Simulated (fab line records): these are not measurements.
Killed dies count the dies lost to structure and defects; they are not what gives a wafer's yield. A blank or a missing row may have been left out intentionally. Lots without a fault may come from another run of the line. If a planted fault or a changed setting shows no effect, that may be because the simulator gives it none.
Which tool is to blame? -- flow rit cmos -- Sampling: 14 lots, 42 wafers, 2 of 202 route steps

== WHAT THE GAUGES SHOWED, per wafer ==
The record lacks any reading of a measuring or inspecting step that a usual standard deviation could be used to judge.

== WHICH TOOL RAN EACH LOT (tool, then ch and the chambers of the sampled wafers, then the start) ==
lot,RIT_PLDD_COAT_01,RIT_M1_PROBE_99
L328,"litho track-04 ch 0, day 3 09:16",-
L330,"litho track-03 ch 0, day 3 15:55",-
L332,"litho track-03 ch 0, day 4 01:50","prober-01, day 4 16:46"
L333,"litho track-01 ch 0, day 4 07:09","prober-02, day 4 22:23"
L334,"litho track-03 ch 0, day 4 13:43",-
L337,"litho track-03 ch 0, day 5 02:59",-
L338,"litho track-03 ch 0, day 5 08:38",-
L340,"litho track-04 ch 0, day 5 15:58","prober-01, day 6 07:10"
L341,"litho track-04 ch 0, day 5 22:27",-
L342,"litho track-01 ch 0, day 6 01:00",-
L343,"litho track-04 ch 0, day 6 02:34",-
L345,"litho track-04 ch 0, day 6 18:40",-
L346,"litho track-01 ch 0, day 6 22:40",-
L350,"litho track-03 ch 0, day 7 13:59",-
- RIT_PLDD_COAT_01: resist thk 1000 nm.
- RIT_M1_PROBE_99

== WHAT THE TOOLS THEMSELVES READ (means of the sampled wafers that have a number; where no wafer has one, the mark that the record gives instead) ==
RIT_PLDD_COAT_01.
lot,tool,spin speed rpm (rpm)
L328,litho track-04,3251.6
L330,litho track-03,3251.7
L332,litho track-03,3249.0
L333,litho track-01,3250.9
L334,litho track-03,3249.7
L337,litho track-03,3251.4
L338,litho track-03,3251.6
L340,litho track-04,3250.0
L341,litho track-04,3249.1
L342,litho track-01,3248.4
L343,litho track-04,3537.4
L345,litho track-04,3533.9
L346,litho track-01,3252.6
L350,litho track-03,3250.4

RIT_M1_PROBE_99.
lot,tool,killed at contacts,killed at front end,killed dies,killed open,killed short
L332,prober-01,0.0,8,8,5.3,2.3
L333,prober-02,0.0,11,11,6.0,4.7
L340,prober-01,0.3,7,7,4.3,2.7

== THE ANSWER, worked out from the rows above alone ==
Rule: the lots themselves supply what counts as usual. The widest of any qualifying gaps counts: lots, ordered by their means at a reading, are off when they make up no more than a third of the lots, leave a main group of 4 or more, and stand apart from it by 3 or more times the standard deviation of that group's means. If all means in a main group match to the digits the tables above print for the reading, that group is not used. A lot without any number at a reading at which 4 lots or more have one is off too. Where the step has rows for the other lots, those lots are counted as sound. Order of review: gauges by route order, followed by the tools' own readings, for which a lot's mean as printed above is used. At the first step where some lot is off, the reading lying furthest off is the one used; lots without a number count as furthest.
Off, at RIT_PLDD_COAT_01 on spin speed rpm: L343, L345. Main group: mean 3250.5 rpm, sd 1.2.
A tool fits if, at that step or a process step before it, it ran every lot that is off, and no sound lot after the first of them. One candidate fits, namely litho track-04 at RIT_PLDD_COAT_01. Its last sound lot is L341 (day 5 22:27), its first lot that is off L343 (day 6 02:34): a fault that began between those two fits.
The tool's own readings at RIT_PLDD_COAT_01 bear it out: on the lots that are off they differ by more than 5 times the standard deviation of the sound lots' means. spin speed rpm reads 3535.7 rpm there against 3250.5 rpm on the sound lots.

== WHAT WAS PUT IN BY THE SIMULATOR ==
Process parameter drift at RIT_PLDD_COAT_01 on litho track-04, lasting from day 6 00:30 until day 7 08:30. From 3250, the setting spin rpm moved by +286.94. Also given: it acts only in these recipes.
Lots struck among those shown: L343, L345. The rule above reached the same finding.
